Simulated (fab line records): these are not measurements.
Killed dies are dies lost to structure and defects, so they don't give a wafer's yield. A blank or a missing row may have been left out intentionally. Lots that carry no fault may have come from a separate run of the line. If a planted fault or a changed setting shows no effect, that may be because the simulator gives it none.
Which tool did it?	flow rit cmos	Sampling: 14 lots, 42 wafers, 6 of 202 route steps

== WHAT THE GAUGES SHOWED, per wafer ==
RIT_PLDD_TW_MEAS_10.
lot	measured	on	PLDD_TW
L762	day 3 02:00	film metro-04	2361 2356 2347
L763	day 3 05:01	film metro-02	2344 2344 2348
L764	day 3 07:22	film metro-02	2351 2341 2355
L765	day 3 15:51	film metro-02	2338 2343 2330
L766	day 3 18:22	film metro-03	2340 2342 2326
L768	day 4 04:16	film metro-02	2328 2328 2323
L770	day 4 18:10	film metro-03	2353 2348 2359
L771	day 4 22:30	film metro-03	2349 2347 2347
L773	day 5 09:53	film metro-04	2360 2361 2353
L775	day 5 19:01	film metro-03	2348 2340 2339
L779	day 6 14:44	film metro-02	1484 1485 1483
L781	day 6 23:40	film metro-02	1478 1463 1472
L782	day 7 06:56	film metro-02	2345 2329 2329
L785	day 7 20:37	film metro-04	2346 2338 2337

RIT_SDANNEAL_RS_MEAS_05: measurement is done with a four-point probe.
lot	measured	on	NSD_RS (ohm/sq)
L762	day 3 08:17	film metro-03	84.17 84.09 84.10
L763	day 3 11:08	film metro-03	84.38 84.70 84.30
L764	day 3 14:18	film metro-03	84.89 85.05 85.19
L765	day 3 22:00	film metro-02	84.73 84.43 84.93
L766	day 4 00:26	film metro-02	85.09 84.75 85.04
L768	day 4 10:23	film metro-03	84.60 84.82 84.71
L770	day 5 01:15	film metro-02	84.72 84.65 84.54
L771	day 5 05:34	film metro-02	84.67 84.44 84.57
L773	day 5 17:00	film metro-02	84.79 84.78 84.18
L775	day 6 02:44	film metro-03	84.37 84.48 84.70
L779	day 6 21:01	film metro-02	84.72 84.67 84.55
L781	day 7 06:50	film metro-03	84.17 83.89 84.23
L782	day 7 13:05	film metro-02	84.52 84.72 84.46
L785	day 8 03:56	film metro-02	84.79 84.42 85.07

RIT_SDANNEAL_RS_MEAS_06: measurement is done with a four-point probe.
lot	measured	on	PLDD_RS (ohm/sq)
L762	day 3 08:24	film metro-03	176.9 177.6 177.7
L763	day 3 11:15	film metro-03	178.3 178.4 178.3
L764	day 3 14:25	film metro-03	177.7 178.9 178.6
L765	day 3 22:07	film metro-02	179.0 179.5 178.9
L766	day 4 00:34	film metro-02	178.7 179.1 178.9
L768	day 4 10:30	film metro-03	178.4 178.6 178.6
L770	day 5 01:22	film metro-02	178.0 178.4 178.5
L771	day 5 05:41	film metro-02	179.5 178.9 179.1
L773	day 5 17:07	film metro-02	178.8 179.7 179.1
L775	day 6 02:51	film metro-03	179.0 178.5 178.7
L779	day 6 21:08	film metro-02	593.1 591.7 593.9
L781	day 7 06:58	film metro-03	599.5 611.2 604.7
L782	day 7 13:13	film metro-02	178.3 178.9 178.9
L785	day 8 04:04	film metro-02	179.2 179.7 179.6

== WHAT TOOL EACH LOT RAN ON (gives the tool, then ch and the chambers of the sampled wafers, and finally the start) ==
lot	RIT_NWELL_STRIP_09	RIT_NLDD_STRIP_09	RIT_PLDD_IMPLANT_08
L762	plasma asher-04 ch 0,1, day 2 01:53	plasma asher-01 ch 0,1, day 3 00:25	implanter-02 ch 0, day 3 01:41
L763	plasma asher-04 ch 0,1, day 2 05:13	plasma asher-04 ch 0,1, day 3 03:25	implanter-02 ch 0, day 3 04:41
L764	plasma asher-04 ch 0,1, day 2 08:01	plasma asher-02 ch 0,1, day 3 05:38	implanter-02 ch 0, day 3 07:04
L765	plasma asher-03 ch 0,1, day 2 14:31	plasma asher-04 ch 0,1, day 3 14:14	implanter-02 ch 0, day 3 15:32
L766	plasma asher-04 ch 0,1, day 2 18:35	plasma asher-04 ch 0,1, day 3 16:38	implanter-02 ch 0, day 3 18:03
L768	plasma asher-03 ch 0,1, day 3 04:17	plasma asher-04 ch 0,1, day 4 02:32	implanter-03 ch 0, day 4 03:58
L770	plasma asher-03 ch 0,1, day 3 13:55	plasma asher-04 ch 0,1, day 4 16:34	implanter-02 ch 0, day 4 17:50
L771	plasma asher-01 ch 1, day 3 21:03	plasma asher-04 ch 0,1, day 4 20:54	implanter-02 ch 0, day 4 22:10
L773	plasma asher-01 ch 0,1, day 4 08:55	plasma asher-02 ch 0,1, day 5 08:18	implanter-02 ch 0, day 5 09:34
L775	plasma asher-01 ch 0,1, day 4 16:43	plasma asher-01 ch 0,1, day 5 17:24	implanter-02 ch 0, day 5 18:42
L779	plasma asher-04 ch 0,1, day 5 15:23	plasma asher-04 ch 0,1, day 6 12:56	implanter-02 ch 0, day 6 14:26
L781	plasma asher-03 ch 0,1, day 5 21:52	plasma asher-01 ch 0,1, day 6 21:56	implanter-02 ch 0, day 6 23:21
L782	plasma asher-01 ch 0,1, day 6 06:11	plasma asher-02 ch 0, day 7 05:20	implanter-03 ch 0, day 7 06:37
L785	plasma asher-04 ch 0,1, day 6 17:22	plasma asher-01 ch 1, day 7 18:49	implanter-03 ch 0, day 7 20:19
- RIT_NWELL_STRIP_09: strips in O2, time 180 s.
- RIT_NLDD_STRIP_09: strips in O2, time 180 s.
- RIT_PLDD_IMPLANT_08

== AS READ BY THE TOOLS THEMSELVES (means over the sampled wafers that have a number; for cases with no such wafer, the mark the record gives instead) ==
RIT_NWELL_STRIP_09.
lot	tool	drypump motor current A (A)
L762	plasma asher-04	6.4
L763	plasma asher-04	6.4
L764	plasma asher-04	6.4
L765	plasma asher-03	5.7
L766	plasma asher-04	6.4
L768	plasma asher-03	5.6
L770	plasma asher-03	5.6
L771	plasma asher-01	5.1
L773	plasma asher-01	5.3
L775	plasma asher-01	5.5
L779	plasma asher-04	6.4
L781	plasma asher-03	5.6
L782	plasma asher-01	5.3
L785	plasma asher-04	6.2

RIT_NLDD_STRIP_09.
lot	tool	drypump motor current A (A)
L762	plasma asher-01	5.5
L763	plasma asher-04	6.4
L764	plasma asher-02	5.5
L765	plasma asher-04	6.4
L766	plasma asher-04	6.2
L768	plasma asher-04	6.2
L770	plasma asher-04	6.4
L771	plasma asher-04	6.4
L773	plasma asher-02	5.5
L775	plasma asher-01	5.5
L779	plasma asher-04	6.4
L781	plasma asher-01	5.5
L782	plasma asher-02	5.5
L785	plasma asher-01	5.1

RIT_PLDD_IMPLANT_08.
lot	tool	beam on s (s)	dose ions cm2	end station pressure torr (Torr)	faraday current uA
L762	implanter-02	9.77	8.993e+14	7.2e-06	2885
L763	implanter-02	9.87	9.001e+14	7.1e-06	2855
L764	implanter-02	9.90	9.008e+14	7.6e-06	2857
L765	implanter-02	9.94	8.994e+14	7.6e-06	2837
L766	implanter-02	9.90	9.006e+14	7.5e-06	2846
L768	implanter-03	9.92	9.014e+14	6.7e-06	2845
L770	implanter-02	9.89	8.994e+14	7.5e-06	2852
L771	implanter-02	10.09	8.996e+14	7.1e-06	2795
L773	implanter-02	9.78	8.992e+14	7.3e-06	2880
L775	implanter-02	10.05	8.987e+14	6.9e-06	2806
L779	implanter-02	10.12	1.808e+14	5.5e-06	560
L781	implanter-02	10.07	1.805e+14	5.7e-06	561
L782	implanter-03	9.97	9.000e+14	7.3e-06	2829
L785	implanter-03	10.06	9.002e+14	7.2e-06	2802

== THE ANSWER, worked out from the rows above alone ==
Rule: the usual values come from the lots themselves. Put in order of their means at a reading, lots are off if they are a third of the lots or fewer, leave a main group of 4 or more, and stand apart from it by a gap of 3 or more times the standard deviation of the main group's means; of several such gaps the widest counts. A main group is skipped when, at the precision printed for the reading in the tables above, its means are all equal. A lot without any number at a reading at which 4 lots or more have one is off too. Where the step has rows for the other lots, those lots are counted as sound. After the gauges, taken in route order, come the tools' own readings; for these a lot's mean is taken, as printed above. At the first step where some lot is off, the reading lying furthest off is the one used; lots without a number count as furthest.
Off: at RIT_PLDD_TW_MEAS_10 (PLDD_TW), L779, L781. Mean 2344 and standard deviation 9 in the main group.
A tool fits if, at a process step before that reading, it ran every lot that is off, and no sound lot after the first of them. Not tried: the gauges at RIT_PLDD_TW_MEAS_10; whatever is off there is also off at RIT_PLDD_IMPLANT_08, on other tools, and gauge error can't account for it. One fits: implanter-02 at RIT_PLDD_IMPLANT_08. A fault onset in the window from L775 (day 5 18:42, its last sound lot) to L779 (day 6 14:26, its first lot off) fits.
The tool's own readings at RIT_PLDD_IMPLANT_08 bear it out: on the lots that are off they differ by more than 5 times the standard deviation of the sound lots' means. dose ions cm2 reads 1.806e+14 there against 8.999e+14 on the sound lots; end station pressure torr reads 5.6e-06 Torr there against 7.3e-06 Torr on the sound lots; faraday current uA reads 560 there against 2841 on the sound lots.

== WHAT THE SIMULATOR HAD INSERTED ==
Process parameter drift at RIT_PLDD_IMPLANT_08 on implanter-02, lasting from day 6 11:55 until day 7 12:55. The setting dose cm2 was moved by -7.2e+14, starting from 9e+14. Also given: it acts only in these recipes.
Struck lots among those shown: L779, L781. Same finding as the rule above.
